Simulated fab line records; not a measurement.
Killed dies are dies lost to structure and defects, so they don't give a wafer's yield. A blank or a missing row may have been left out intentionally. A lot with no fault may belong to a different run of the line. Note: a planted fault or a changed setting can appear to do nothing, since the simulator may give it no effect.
The tool behind it: which one? -- flow berkeley-cmos170 -- 15 lots, 45 wafers sampled, at 5 steps of a route of 331

WHAT THE GAUGES SHOWED, per wafer
UCB170_START_THK_MEAS_03.
lot,measured,on,START_OXIDE_THK (nm)
L720,day 1 19:43,film-metro-02,20.1 19.9 20.0
L721,day 2 01:26,film-metro-04,20.2 19.9 19.9
L722,day 2 07:19,film-metro-02,20.2 20.0 20.0
L723,day 2 09:51,film-metro-02,20.4 20.5 20.6
L724,day 2 14:44,film-metro-01,20.0 19.9 20.1
L725,day 2 19:05,film-metro-02,20.1 19.8 19.9
L726,day 3 01:52,film-metro-04,19.4 19.5 19.7
L727,day 3 06:53,film-metro-01,20.9 20.2 20.7
L732,day 4 07:28,film-metro-02,20.1 20.4 20.2
L737,day 5 08:11,film-metro-04,20.5 20.2 20.3
L738,day 5 13:54,film-metro-02,19.9 19.9 19.9
L739,day 5 18:13,film-metro-01,19.9 20.1 20.5
L740,day 6 00:39,film-metro-04,20.0 20.2 20.1
L741,day 6 04:58,film-metro-01,19.8 20.4 19.9
L742,day 6 10:46,film-metro-02,19.2 19.2 19.5

UCB170_PWELL_OVL_MEAS_13.
lot,measured,on,PWELL_OVL (nm)
L720,day 3 04:46,overlay-01,6 -4 -6
L721,day 3 11:02,overlay-01,11 15 14
L722,day 3 18:29,overlay-01,1 -2 3
L723,day 3 18:23,overlay-01,1 0 0
L724,day 3 18:46,overlay-02,-3 -4 -7
L725,day 4 04:57,overlay-01,11 13 13
L726,day 4 10:31,overlay-02,1 5 -1
L727,day 4 16:32,overlay-02,-10 0 -1
L732,day 5 22:43,overlay-02,1 14 1
L737,day 6 16:36,overlay-01,-3 -3 3
L738,day 6 22:07,overlay-01,2 5 4
L739,day 7 13:41,overlay-02,3 1 -1
L740,day 7 14:52,overlay-02,0 0 6
L741,day 7 20:08,overlay-01,-1 6 6
L742,day 8 01:51,overlay-02,6 8 9

UCB170_ACTIVE_CD_MEAS_13: the cd target is 1200 nm.
lot,measured,on,cd-nm (nm)
L720,day 4 12:18,cd-sem-01,1200.7 1200.4 1199.4
L721,day 4 12:56,cd-sem-02,1201.4 1201.6 1200.5
L722,day 5 05:13,cd-sem-02,1197.2 1198.1 1196.5
L723,day 5 05:26,cd-sem-01,1198.6 1198.1 1199.2
L724,day 5 05:35,cd-sem-01,1197.2 1197.5 1199.7
L725,day 5 14:04,cd-sem-02,1200.6 1200.3 1199.6
L726,day 5 17:14,cd-sem-01,1200.2 1201.1 1201.0
L727,day 6 00:25,cd-sem-02,1200.6 1201.4 1199.5
L732,day 7 07:43,cd-sem-01,1202.0 1202.0 1201.7
L737,day 8 02:15,cd-sem-02,1181.4 1180.0 1181.0
L738,day 8 01:59,cd-sem-02,1201.8 1201.6 1202.9
L739,day 8 16:43,cd-sem-01,1184.9 1185.9 1185.0
L740,day 9 02:04,cd-sem-02,1184.8 1186.8 1185.9
L741,day 9 01:51,cd-sem-02,1200.0 1199.4 1200.3
L742,day 9 06:21,cd-sem-01,1201.1 1199.9 1200.0

UCB170_FIELD_THK_MEAS_02.
lot,measured,on,FIELD_OXIDE_THK (nm)
L720,day 5 00:03,film-metro-04,553 544 555
L721,day 5 00:04,film-metro-03,536 543 541
L722,day 5 12:49,film-metro-04,537 535 534
L723,day 5 12:48,film-metro-01,548 553 558
L724,day 5 12:49,film-metro-03,543 541 545
L725,day 5 22:51,film-metro-04,539 533 530
L726,day 6 04:26,film-metro-01,539 538 539
L727,day 6 12:11,film-metro-01,552 554 547
L732,day 7 15:44,film-metro-03,537 529 538
L737,day 8 10:50,film-metro-01,532 541 536
L738,day 8 10:50,film-metro-03,529 531 533
L739,day 9 00:17,film-metro-03,548 544 555
L740,day 9 10:25,film-metro-01,551 557 547
L741,day 9 10:23,film-metro-04,548 548 548
L742,day 9 15:59,film-metro-03,560 556 565

TOOL THAT RAN EACH LOT (tool first, then ch and the chambers of the sampled wafers, then the start)
lot,UCB170_ACTIVE_PEB_11
L720,"litho-track-04 ch 0, day 4 12:01"
L721,"litho-track-01 ch 0, day 4 12:40"
L722,"litho-track-01 ch 0, day 5 04:57"
L723,"litho-track-04 ch 0, day 5 05:10"
L724,"litho-track-01 ch 0, day 5 05:18"
L725,"litho-track-02 ch 0, day 5 13:29"
L726,"litho-track-01 ch 0, day 5 16:59"
L727,"litho-track-02 ch 0, day 6 00:08"
L732,"litho-track-02 ch 0, day 7 07:27"
L737,"litho-track-01 ch 0, day 8 01:58"
L738,"litho-track-02 ch 0, day 8 01:39"
L739,"litho-track-01 ch 0, day 8 16:28"
L740,"litho-track-01 ch 0, day 9 01:47"
L741,"litho-track-02 ch 0, day 9 01:34"
L742,"litho-track-04 ch 0, day 9 06:05"
- UCB170_ACTIVE_PEB_11

WHAT THE TOOLS THEMSELVES READ (means of the sampled wafers that have a number; where no wafer has one, the mark that the record gives instead)
UCB170_ACTIVE_PEB_11.
lot,tool,heater-power-total-W (W),plate-temp-C (C)
L720,litho-track-04,56.80,129.93
L721,litho-track-01,56.79,130.13
L722,litho-track-01,56.79,130.04
L723,litho-track-04,56.81,129.79
L724,litho-track-01,56.74,129.80
L725,litho-track-02,56.84,129.94
L726,litho-track-01,56.79,129.96
L727,litho-track-02,56.84,129.98
L732,litho-track-02,56.84,129.83
L737,litho-track-01,58.75,133.36
L738,litho-track-02,56.84,130.07
L739,litho-track-01,58.74,133.41
L740,litho-track-01,58.75,133.51
L741,litho-track-02,56.80,130.00
L742,litho-track-04,56.81,129.97

THE ANSWER, worked out from the rows above alone
Rule: the usual values come from the lots themselves. Put in order of their means at a reading, lots are off if they are a third of the lots or fewer, leave a main group of 4 or more, and stand apart from it by a gap of 3 or more times the standard deviation of the main group's means; of several such gaps the widest counts. The tables above print the reading to a certain number of digits; a main group whose means all agree to those digits is not used. Also off: a lot with no number at a reading for which 4 or more lots have one. Where the step has rows for the other lots, those lots are counted as sound. After the gauges, taken in route order, come the tools' own readings; for these a lot's mean is taken, as printed above. At the first step where some lot is off, the reading lying furthest off is the one used; lots without a number count as furthest.
Off: L737, L739, L740 (UCB170_ACTIVE_CD_MEAS_13, cd-nm). The main group has a mean of 1200.1 nm with a standard deviation of 1.4.
If a tool, at a process step before that reading, ran all the lots that are off and no sound lot after the first of them, it fits. The gauges at UCB170_ACTIVE_CD_MEAS_13 aren't tried: what is off there is off at UCB170_ACTIVE_PEB_11 too, on other tools, and a gauge's error can't cause that. One fits: UCB170_ACTIVE_PEB_11 on litho-track-01. Its last sound lot is L726 (day 5 16:59), its first lot that is off L737 (day 8 01:58): a fault that began between those two fits.
The tool's own readings at UCB170_ACTIVE_PEB_11 bear it out: on the lots that are off they differ by more than 5 times the standard deviation of the sound lots' means. heater-power-total-W reads 58.75 W there against 56.81 W on the sound lots; plate-temp-C reads 133.43 C there against 129.95 C on the sound lots.

WHAT THE SIMULATOR PUT IN
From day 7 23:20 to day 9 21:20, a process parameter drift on litho-track-01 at UCB170_ACTIVE_PEB_11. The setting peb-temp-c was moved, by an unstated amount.
Lots struck among those shown: L737, L739, L740. The rule above reached the same finding.
